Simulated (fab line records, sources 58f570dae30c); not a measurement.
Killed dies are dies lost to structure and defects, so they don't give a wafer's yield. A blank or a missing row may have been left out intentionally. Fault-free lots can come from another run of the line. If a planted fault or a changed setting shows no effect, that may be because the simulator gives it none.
The tool behind it: which one? | flow berkeleyCmos170 | 13 lots, 39 wafers sampled, at 2 steps of a route of 331

## WHAT THE GAUGES READ, wafer by wafer
UCB170_START_BOW_MEAS_00.
lot  | measured    | on           | INCOMING_BOW (um)
L942 | day 1 10:00 | filmMetro-02 | -9 0 -11
L943 | day 1 15:00 | filmMetro-02 | 0 7 -2
L944 | day 1 20:05 | filmMetro-04 | 6 7 5
L946 | day 2 06:02 | filmMetro-04 | 3 -2 5
L947 | day 2 11:00 | filmMetro-02 | 10 13 0
L949 | day 2 21:04 | filmMetro-02 | 11 -10 9
L950 | day 3 02:00 | filmMetro-04 | 16 1 -4
L952 | day 3 12:00 | filmMetro-02 | 7 3 -3
L953 | day 3 17:02 | filmMetro-01 | 5 18 -12
L959 | day 4 23:00 | filmMetro-01 | -6 -3 10
L960 | day 5 04:00 | filmMetro-04 | -9 -1 4
L961 | day 5 09:01 | filmMetro-01 | -1 0 -2
L965 | day 6 05:02 | filmMetro-01 | 3 1 3

UCB170_START_THK_MEAS_03.
lot  | measured    | on           | START_OXIDE_THK (nm)
L942 | day 1 15:08 | filmMetro-01 | 19.8 20.0 20.0
L943 | day 1 21:05 | filmMetro-02 | 19.8 19.8 20.0
L944 | day 2 02:27 | filmMetro-02 | 20.2 20.6 20.2
L946 | day 2 10:31 | filmMetro-02 | 20.7 20.7 20.8
L947 | day 2 21:06 | filmMetro-04 | 20.0 19.8 20.5
L949 | day 3 10:53 | filmMetro-01 | 19.4 19.4 19.6
L950 | day 3 10:51 | filmMetro-02 | 20.4 20.6 20.4
L952 | day 3 20:04 | filmMetro-01 | 20.1 19.9 20.4
L953 | day 3 20:05 | filmMetro-04 | 19.4 19.7 19.9
L959 | day 5 04:35 | filmMetro-04 | 20.0 19.7 19.7
L960 | day 5 11:18 | filmMetro-02 | 20.5 20.2 20.4
L961 | day 5 11:19 | filmMetro-04 | 20.2 20.0 20.0
L965 | day 6 07:49 | filmMetro-02 | 19.7 19.7 19.6

## TOOL THAT RAN EACH LOT (tool first, then ch and the chambers of the sampled wafers, then the start)
There is no process step in the record ahead of these readings.

## AS READ BY THE TOOLS THEMSELVES (means over the sampled wafers that have a number; for cases with no such wafer, the mark the record gives instead)
The record holds no such reading with a usual standard deviation.

## THE ANSWER, worked out from the rows above alone
Rule: usual is defined by the lots themselves. The widest of any qualifying gaps counts: lots, ordered by their means at a reading, are off when they make up no more than a third of the lots, leave a main group of 4 or more, and stand apart from it by 3 or more times the standard deviation of that group's means. If all means in a main group match to the digits the tables above print for the reading, that group is not used. Also off: a lot with no number at a reading for which 4 or more lots have one. Where the step has rows for the other lots, those lots are counted as sound. After the gauges, taken in route order, come the tools' own readings; for these a lot's mean is taken, as printed above. The first step at which some lot is off is used, and at that step the reading that is off furthest; a lot without a number counts as furthest.
Across all readings shown, no lot is off: no conclusion can be drawn from this.

## WHAT THE SIMULATOR HAD PUT IN
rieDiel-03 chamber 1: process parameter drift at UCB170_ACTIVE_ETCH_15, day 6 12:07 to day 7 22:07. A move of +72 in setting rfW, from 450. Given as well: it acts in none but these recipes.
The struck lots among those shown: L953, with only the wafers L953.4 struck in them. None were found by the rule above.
